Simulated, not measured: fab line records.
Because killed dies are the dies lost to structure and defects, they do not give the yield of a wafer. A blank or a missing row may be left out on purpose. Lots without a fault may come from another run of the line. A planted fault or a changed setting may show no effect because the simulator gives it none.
Which tool did it? / flow berkeleyCmos170 / 42 wafers from 14 lots sampled at 7 of the route's 331 steps

## WHAT THE GAUGES SHOWED, per wafer
UCB170_GATE_CD_MEAS_90: target cd 350 nm.
lot=L216; measured=day 6 13:19; on=cdSem-01; cdNm (nm)=352.1 352.4 352.6
lot=L217; measured=day 6 23:12; on=cdSem-01; cdNm (nm)=349.5 348.7 348.1
lot=L218; measured=day 7 00:49; on=cdSem-01; cdNm (nm)=349.3 351.1 351.8
lot=L221; measured=day 7 23:16; on=cdSem-02; cdNm (nm)=347.9 345.3 346.5
lot=L223; measured=day 8 06:46; on=cdSem-02; cdNm (nm)=350.7 352.0 351.4
lot=L225; measured=day 8 07:09; on=cdSem-02; cdNm (nm)=350.7 351.9 351.7
lot=L222; measured=day 8 07:19; on=cdSem-02; cdNm (nm)=351.0 351.0 350.8
lot=L224; measured=day 8 07:23; on=cdSem-02; cdNm (nm)=348.9 349.8 349.0
lot=L227; measured=day 9 01:01; on=cdSem-02; cdNm (nm)=347.6 346.5 346.6
lot=L232; measured=day 10 02:37; on=cdSem-01; cdNm (nm)=349.6 350.9 350.6
lot=L234; measured=day 10 08:14; on=cdSem-02; cdNm (nm)=350.3 348.9 350.4
lot=L237; measured=day 10 14:07; on=cdSem-02; cdNm (nm)=345.9 345.5 345.6
lot=L236; measured=day 10 14:07; on=cdSem-01; cdNm (nm)=347.9 348.4 347.3
lot=L235; measured=day 10 14:12; on=cdSem-02; cdNm (nm)=350.0 349.9 349.8

UCB170_NLDD_OVL_MEAS_07.
lot=L216; measured=day 6 19:17; on=overlay-02; NLDD_OVL (nm)=-14 -7 -10
lot=L217; measured=day 7 03:46; on=overlay-02; NLDD_OVL (nm)=-3 -7 -6
lot=L218; measured=day 7 04:32; on=overlay-02; NLDD_OVL (nm)=-5 -7 3
lot=L221; measured=day 8 02:42; on=overlay-02; NLDD_OVL (nm)=-4 -4 -2
lot=L223; measured=day 8 11:14; on=overlay-01; NLDD_OVL (nm)=0 -1 5
lot=L225; measured=day 8 11:22; on=overlay-02; NLDD_OVL (nm)=5 0 4
lot=L222; measured=day 8 12:07; on=overlay-01; NLDD_OVL (nm)=0 1 -1
lot=L224; measured=day 8 12:39; on=overlay-01; NLDD_OVL (nm)=-1 3 9
lot=L227; measured=day 9 04:55; on=overlay-02; NLDD_OVL (nm)=5 -4 6
lot=L232; measured=day 10 06:27; on=overlay-02; NLDD_OVL (nm)=-6 -5 -9
lot=L234; measured=day 10 11:53; on=overlay-01; NLDD_OVL (nm)=2 2 5
lot=L237; measured=day 10 20:55; on=overlay-01; NLDD_OVL (nm)=-6 -5 -3
lot=L236; measured=day 10 21:22; on=overlay-01; NLDD_OVL (nm)=-10 2 2
lot=L235; measured=day 10 21:30; on=overlay-02; NLDD_OVL (nm)=-7 -3 -8

UCB170_NSD_CD_MEAS_06: target cd 1200 nm.
lot=L216; measured=day 7 03:31; on=cdSem-02; cdNm (nm)=1200.9 1201.9 1201.6
lot=L217; measured=day 7 13:37; on=cdSem-02; cdNm (nm)=1198.8 1200.4 1200.5
lot=L218; measured=day 7 13:59; on=cdSem-02; cdNm (nm)=1199.8 1201.1 1198.6
lot=L221; measured=day 8 11:38; on=cdSem-02; cdNm (nm)=1202.1 1202.1 1202.5
lot=L223; measured=day 8 18:53; on=cdSem-02; cdNm (nm)=1198.4 1199.3 1198.6
lot=L225; measured=day 8 19:43; on=cdSem-02; cdNm (nm)=1200.0 1200.0 1199.4
lot=L222; measured=day 8 19:13; on=cdSem-02; cdNm (nm)=1199.4 1199.1 1200.0
lot=L224; measured=day 8 19:50; on=cdSem-02; cdNm (nm)=1198.6 1198.1 1198.7
lot=L227; measured=day 9 14:38; on=cdSem-02; cdNm (nm)=1201.9 1200.9 1200.9
lot=L232; measured=day 10 15:20; on=cdSem-02; cdNm (nm)=1200.5 1200.2 1200.3
lot=L234; measured=day 11 00:08; on=cdSem-01; cdNm (nm)=1202.7 1202.8 1203.0
lot=L237; measured=day 11 04:21; on=cdSem-01; cdNm (nm)=1200.9 1201.9 1201.4
lot=L236; measured=day 11 04:05; on=cdSem-02; cdNm (nm)=1201.1 1198.6 1200.5
lot=L235; measured=day 11 04:27; on=cdSem-02; cdNm (nm)=1196.7 1198.1 1196.2

UCB170_SDANNEAL_RS_MEAS_02: the measuring method here is four-point-probe.
lot=L216; measured=day 7 05:46; on=filmMetro-03; PSD_RS (ohm/sq)=73.9 73.3 73.6
lot=L217; measured=day 7 15:12; on=filmMetro-01; PSD_RS (ohm/sq)=74.2 74.7 74.2
lot=L218; measured=day 7 15:52; on=filmMetro-01; PSD_RS (ohm/sq)=74.7 74.0 73.8
lot=L221; measured=day 8 13:13; on=filmMetro-03; PSD_RS (ohm/sq)=73.2 73.4 73.4
lot=L223; measured=day 8 20:35; on=filmMetro-01; PSD_RS (ohm/sq)=74.0 73.7 73.7
lot=L225; measured=day 8 21:14; on=filmMetro-01; PSD_RS (ohm/sq)=73.7 73.7 73.5
lot=L222; measured=day 8 20:51; on=filmMetro-03; PSD_RS (ohm/sq)=74.1 74.1 74.2
lot=L224; measured=day 8 21:34; on=filmMetro-03; PSD_RS (ohm/sq)=74.0 73.9 74.2
lot=L227; measured=day 9 16:35; on=filmMetro-02; PSD_RS (ohm/sq)=73.5 73.4 73.7
lot=L232; measured=day 10 17:41; on=filmMetro-02; PSD_RS (ohm/sq)=73.3 73.4 73.3
lot=L234; measured=day 11 02:08; on=filmMetro-01; PSD_RS (ohm/sq)=82.5 81.9 82.2
lot=L237; measured=day 11 05:50; on=filmMetro-02; PSD_RS (ohm/sq)=73.5 74.1 73.3
lot=L236; measured=day 11 05:35; on=filmMetro-03; PSD_RS (ohm/sq)=73.5 73.6 73.8
lot=L235; measured=day 11 06:11; on=filmMetro-01; PSD_RS (ohm/sq)=81.4 81.3 81.3

UCB170_SDANNEAL_RS_MEAS_03: the measuring method here is four-point-probe.
lot=L216; measured=day 7 05:53; on=filmMetro-03; NSD_RS (ohm/sq)=37.24 37.13 37.23
lot=L217; measured=day 7 15:19; on=filmMetro-01; NSD_RS (ohm/sq)=37.32 37.21 37.35
lot=L218; measured=day 7 15:59; on=filmMetro-01; NSD_RS (ohm/sq)=37.24 37.11 37.15
lot=L221; measured=day 8 13:20; on=filmMetro-03; NSD_RS (ohm/sq)=37.26 37.09 37.22
lot=L223; measured=day 8 20:43; on=filmMetro-01; NSD_RS (ohm/sq)=37.22 37.26 37.32
lot=L225; measured=day 8 21:22; on=filmMetro-01; NSD_RS (ohm/sq)=37.09 37.05 37.09
lot=L222; measured=day 8 20:58; on=filmMetro-03; NSD_RS (ohm/sq)=37.12 37.14 37.17
lot=L224; measured=day 8 21:41; on=filmMetro-03; NSD_RS (ohm/sq)=37.17 37.24 37.17
lot=L227; measured=day 9 16:43; on=filmMetro-02; NSD_RS (ohm/sq)=37.11 37.04 37.09
lot=L232; measured=day 10 17:49; on=filmMetro-02; NSD_RS (ohm/sq)=37.02 37.01 37.02
lot=L234; measured=day 11 02:15; on=filmMetro-01; NSD_RS (ohm/sq)=38.51 38.45 38.42
lot=L237; measured=day 11 05:58; on=filmMetro-02; NSD_RS (ohm/sq)=37.16 37.09 37.01
lot=L236; measured=day 11 05:43; on=filmMetro-03; NSD_RS (ohm/sq)=37.15 37.17 37.14
lot=L235; measured=day 11 06:18; on=filmMetro-01; NSD_RS (ohm/sq)=38.34 38.35 38.39

UCB170_SDANNEAL_RS_MEAS_04: the measuring method here is four-point-probe.
lot=L216; measured=day 7 06:00; on=filmMetro-03; PLDD_RS (ohm/sq)=1033.7 1029.8 1032.0
lot=L217; measured=day 7 15:26; on=filmMetro-01; PLDD_RS (ohm/sq)=1032.7 1036.1 1031.7
lot=L218; measured=day 7 16:07; on=filmMetro-01; PLDD_RS (ohm/sq)=1031.0 1031.9 1034.0
lot=L221; measured=day 8 13:27; on=filmMetro-03; PLDD_RS (ohm/sq)=1031.0 1033.3 1028.9
lot=L223; measured=day 8 20:50; on=filmMetro-01; PLDD_RS (ohm/sq)=1028.8 1029.5 1032.4
lot=L225; measured=day 8 21:29; on=filmMetro-01; PLDD_RS (ohm/sq)=1034.2 1033.1 1036.1
lot=L222; measured=day 8 21:05; on=filmMetro-03; PLDD_RS (ohm/sq)=1034.0 1033.6 1031.7
lot=L224; measured=day 8 21:49; on=filmMetro-03; PLDD_RS (ohm/sq)=1035.2 1034.1 1032.6
lot=L227; measured=day 9 16:50; on=filmMetro-02; PLDD_RS (ohm/sq)=1030.4 1033.2 1027.7
lot=L232; measured=day 10 17:56; on=filmMetro-02; PLDD_RS (ohm/sq)=1033.4 1031.4 1030.0
lot=L234; measured=day 11 02:22; on=filmMetro-01; PLDD_RS (ohm/sq)=1041.3 1040.1 1039.3
lot=L237; measured=day 11 06:05; on=filmMetro-02; PLDD_RS (ohm/sq)=1024.4 1029.4 1028.6
lot=L236; measured=day 11 05:50; on=filmMetro-03; PLDD_RS (ohm/sq)=1028.1 1029.2 1030.7
lot=L235; measured=day 11 06:25; on=filmMetro-01; PLDD_RS (ohm/sq)=1040.1 1038.2 1039.9

## EACH LOT AND THE TOOL THAT RAN IT (in order: tool; ch and the chambers of the sampled wafers; start)
lot=L216; UCB170_SDANNEAL_RTA_01=rtpAnneal-02 ch 0, day 7 05:42
lot=L217; UCB170_SDANNEAL_RTA_01=rtpAnneal-01 ch 0, day 7 15:08
lot=L218; UCB170_SDANNEAL_RTA_01=rtpAnneal-02 ch 0, day 7 15:48
lot=L221; UCB170_SDANNEAL_RTA_01=rtpAnneal-01 ch 0, day 8 13:09
lot=L223; UCB170_SDANNEAL_RTA_01=rtpAnneal-02 ch 0, day 8 20:32
lot=L225; UCB170_SDANNEAL_RTA_01=rtpAnneal-02 ch 0, day 8 21:11
lot=L222; UCB170_SDANNEAL_RTA_01=rtpAnneal-01 ch 0, day 8 20:46
lot=L224; UCB170_SDANNEAL_RTA_01=rtpAnneal-01 ch 0, day 8 21:22
lot=L227; UCB170_SDANNEAL_RTA_01=rtpAnneal-01 ch 0, day 9 16:31
lot=L232; UCB170_SDANNEAL_RTA_01=rtpAnneal-02 ch 0, day 10 17:37
lot=L234; UCB170_SDANNEAL_RTA_01=rtpAnneal-02 ch 0, day 11 02:01
lot=L237; UCB170_SDANNEAL_RTA_01=rtpAnneal-01 ch 0, day 11 05:45
lot=L236; UCB170_SDANNEAL_RTA_01=rtpAnneal-01 ch 0, day 11 05:32
lot=L235; UCB170_SDANNEAL_RTA_01=rtpAnneal-02 ch 0, day 11 06:01
- UCB170_SDANNEAL_RTA_01: time 5.237 s.

## AS READ BY THE TOOLS THEMSELVES (means over the sampled wafers that have a number; for cases with no such wafer, the mark the record gives instead)
UCB170_SDANNEAL_RTA_01.
lot=L216; tool=rtpAnneal-02; lampPowerPct (%)=37.1; wafer_temp_C_max=1053.7
lot=L217; tool=rtpAnneal-01; lampPowerPct (%)=33.9; wafer_temp_C_max=1053.5
lot=L218; tool=rtpAnneal-02; lampPowerPct (%)=37.1; wafer_temp_C_max=1053.5
lot=L221; tool=rtpAnneal-01; lampPowerPct (%)=33.9; wafer_temp_C_max=1054.5
lot=L223; tool=rtpAnneal-02; lampPowerPct (%)=37.1; wafer_temp_C_max=1053.2
lot=L225; tool=rtpAnneal-02; lampPowerPct (%)=37.1; wafer_temp_C_max=1053.8
lot=L222; tool=rtpAnneal-01; lampPowerPct (%)=33.9; wafer_temp_C_max=1054.8
lot=L224; tool=rtpAnneal-01; lampPowerPct (%)=33.9; wafer_temp_C_max=1054.5
lot=L227; tool=rtpAnneal-01; lampPowerPct (%)=33.9; wafer_temp_C_max=1053.9
lot=L232; tool=rtpAnneal-02; lampPowerPct (%)=37.0; wafer_temp_C_max=1053.6
lot=L234; tool=rtpAnneal-02; lampPowerPct (%)=37.1; wafer_temp_C_max=1053.2
lot=L237; tool=rtpAnneal-01; lampPowerPct (%)=33.9; wafer_temp_C_max=1054.1
lot=L236; tool=rtpAnneal-01; lampPowerPct (%)=33.9; wafer_temp_C_max=1052.9
lot=L235; tool=rtpAnneal-02; lampPowerPct (%)=37.1; wafer_temp_C_max=1053.3

## THE ANSWER, worked out from the rows above alone
Rule: the usual values come from the lots themselves. The widest of any qualifying gaps counts: lots, ordered by their means at a reading, are off when they make up no more than a third of the lots, leave a main group of 4 or more, and stand apart from it by 3 or more times the standard deviation of that group's means. The tables above print the reading to a certain number of digits; a main group whose means all agree to those digits is not used. A lot without any number at a reading at which 4 lots or more have one is off too. Any other lot the step has rows for is counted as sound. The gauges are gone through in route order, then the tools' own readings, and for those a lot's mean is taken as printed above. The first step at which some lot is off is used, and at that step the reading that is off furthest; a lot without a number counts as furthest.
Off: L234, L235, at UCB170_SDANNEAL_RS_MEAS_02 (PSD_RS). The main group: mean 73.8 ohm/sq, standard deviation 0.32.
If a tool, at a process step before that reading, ran all the lots that are off and no sound lot after the first of them, it fits. Those tools and the gauges at UCB170_SDANNEAL_RS_MEAS_02 are tried in the same way. Can't be told from this: 2 tools fit, rtpAnneal-02 at UCB170_SDANNEAL_RTA_01, filmMetro-01 at UCB170_SDANNEAL_RS_MEAS_02.

## WHAT THE SIMULATOR HAD INSERTED
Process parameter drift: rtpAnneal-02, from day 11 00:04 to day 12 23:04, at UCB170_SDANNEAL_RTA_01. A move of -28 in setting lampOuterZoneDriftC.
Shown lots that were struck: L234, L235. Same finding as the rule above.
